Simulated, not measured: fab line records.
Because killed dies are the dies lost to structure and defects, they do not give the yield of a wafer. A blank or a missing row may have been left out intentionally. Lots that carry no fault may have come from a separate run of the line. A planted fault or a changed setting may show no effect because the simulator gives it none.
Lot-split experiment + flow rit-cmos + on a route of 202 steps: 5 lots, 23 wafers read

== THE SPLIT ITSELF ==
At RIT_FOX2_OXIDATION_00 (target thk 350.7 nm, ox time 1130 s), the setting ox-time-s was moved away from the recipe's 1130 s on 10 of the 23 wafers read, by +5.3% to +9.8%. The other wafers ran this setting at the recipe's value.

The split's own step is where the reading is taken.

== THE READING ==
SiO2_of_FOX2_OXIDATION_00.thk-nm (the simulator's own value, which no gauge read), in nm, at RIT_FOX2_OXIDATION_00 (target thk 350.7 nm, ox time 1130 s). No usual value for it is given in the file. Across the 13 wafers here that went through the recipe, the average is 351.1 nm and the standard deviation 3.9 nm.

| wafer  | tool, chamber at the split | ox-time-s as run, s | against the recipe | SiO2_of_FOX2_OXIDATION_00.thk-nm, nm | against lot-mates on the recipe |
|--------|----------------------------|---------------------|--------------------|--------------------------------------|---------------------------------|
| L075.1 | -, -                       | 1130                | recipe             | 350.6                                | -                               |
| L075.2 | -, -                       | 1130                | recipe             | 354.7                                | -                               |
| L075.3 | -, -                       | 1130                | recipe             | 349.4                                | -                               |
| L075.4 | -, -                       | 1130                | recipe             | 354.5                                | -                               |
| L075.5 | -, -                       | 1130                | recipe             | 344.4                                | -                               |
| L076.1 | -, -                       | 1241                | +9.8%              | 374.6                                | no lot-mate on the recipe       |
| L076.2 | -, -                       | 1241                | +9.8%              | 374.8                                | no lot-mate on the recipe       |
| L076.3 | -, -                       | 1241                | +9.8%              | 362.3                                | no lot-mate on the recipe       |
| L076.5 | -, -                       | 1241                | +9.8%              | 373.8                                | no lot-mate on the recipe       |
| L076.6 | -, -                       | 1241                | +9.8%              | 373.2                                | no lot-mate on the recipe       |
| L077.1 | furnace-04, 0              | 1130                | recipe             | 352.8                                | -                               |
| L077.2 | furnace-04, 0              | 1130                | recipe             | 343.2                                | -                               |
| L077.5 | furnace-04, 0              | 1130                | recipe             | 350.1                                | -                               |
| L078.1 | -, -                       | 1190                | +5.3%              | 363.8                                | no lot-mate on the recipe       |
| L078.3 | -, -                       | 1190                | +5.3%              | 359.9                                | no lot-mate on the recipe       |
| L078.4 | -, -                       | 1190                | +5.3%              | 357.2                                | no lot-mate on the recipe       |
| L078.5 | -, -                       | 1190                | +5.3%              | 351.8                                | no lot-mate on the recipe       |
| L078.6 | -, -                       | 1190                | +5.3%              | 365.5                                | no lot-mate on the recipe       |
| L082.1 | -, -                       | 1130                | recipe             | 351.8                                | -                               |
| L082.2 | -, -                       | 1130                | recipe             | 354.9                                | -                               |
| L082.3 | -, -                       | 1130                | recipe             | 349.9                                | -                               |
| L082.4 | -, -                       | 1130                | recipe             | 357.4                                | -                               |
| L082.6 | -, -                       | 1130                | recipe             | 351.2                                | -                               |

FIT RESULTS
A straight line over all 23 wafers: SiO2_of_FOX2_OXIDATION_00.thk-nm changes by +2.03 nm for each +1% of ox-time-s; r = +0.88; the points scatter about the line by 4.6 nm.
Too few moved wafers with a lot-mate on the recipe to fit a line net of each lot's own level.

== FILE'S OWN FIT ==
SiO2_of_FOX2_OXIDATION_00.thk-nm changes by +2.03 nm for each +1% of ox-time-s, r = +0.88.
